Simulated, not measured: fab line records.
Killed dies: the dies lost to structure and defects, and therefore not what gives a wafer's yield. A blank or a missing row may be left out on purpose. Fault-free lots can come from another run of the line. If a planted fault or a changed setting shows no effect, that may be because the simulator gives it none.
Chamber matching | flow berkeley cmos170 | 4 sister chambers for UCB170_V1_CMP_02 on cmp-01
The step polishes SiO2. 8 wafers are shown with their chamber, then 9 later ones without.

WAFERS, EACH WITH ITS CHAMBER
wafer  | chamber | motor current A (A) | edge zone pressure frac
L572.3 | 1       | 17.7                | 0.995
L580.4 | 0       | 14.8                | 0.992
L581.2 | 0       | 14.7                | 1.002
L581.4 | 3       | 17.1                | 0.994
L581.5 | 2       | 17.0                | 0.996
L587.4 | 1       | 16.9                | 1.003
L587.5 | 2       | 17.3                | 0.999
L587.6 | 3       | 17.5                | 1.007

WAFERS MISSING THEIR CHAMBER
wafer  | motor current A (A) | edge zone pressure frac
L589.2 | 17.8                | 1.001
L589.3 | 14.9                | 1.006
L589.5 | 18.0                | 1.000
L588.3 | 17.4                | 1.008
L588.5 | 16.3                | 0.998
L588.6 | 17.2                | 1.003
L593.1 | 16.6                | 1.007
L593.5 | 15.2                | 1.003
L593.6 | 17.6                | 1.001

WHICH CHAMBER EACH WENT THROUGH
wafer  | from the rows above          | in truth
L589.2 | can't be placed: 3 or 1 or 2 | 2
L589.3 | 0                            | 0
L589.5 | can't be placed: 3 or 1 or 2 | 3
L588.3 | can't be placed: 3 or 1 or 2 | 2
L588.5 | can't be placed: 2 or 1 or 3 | 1
L588.6 | can't be placed: 3 or 1 or 2 | 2
L593.1 | can't be placed: 2 or 3 or 1 | 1
L593.5 | 0                            | 0
L593.6 | can't be placed: 3 or 1 or 2 | 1
Placed correctly: 2 of 9. These rows do not allow placing 7 (true chamber among the candidates in 7). Wrongly placed: 0.
How it was worked out, from the rows above alone: a wafer's distance from a chamber is the root of the sum, over the readings, of the square of ((its reading less the chamber's mean) divided by the reading's scatter). The wafer belongs to the nearest chamber; if the next one is less than 2 further off, it can't be placed. For every chamber, the mean is computed from those of its wafers that are shown. The scatter is the square root of a quotient: the sum, over the shown wafers, of each reading's squared deviation from its chamber's mean, divided by wafers minus chambers.
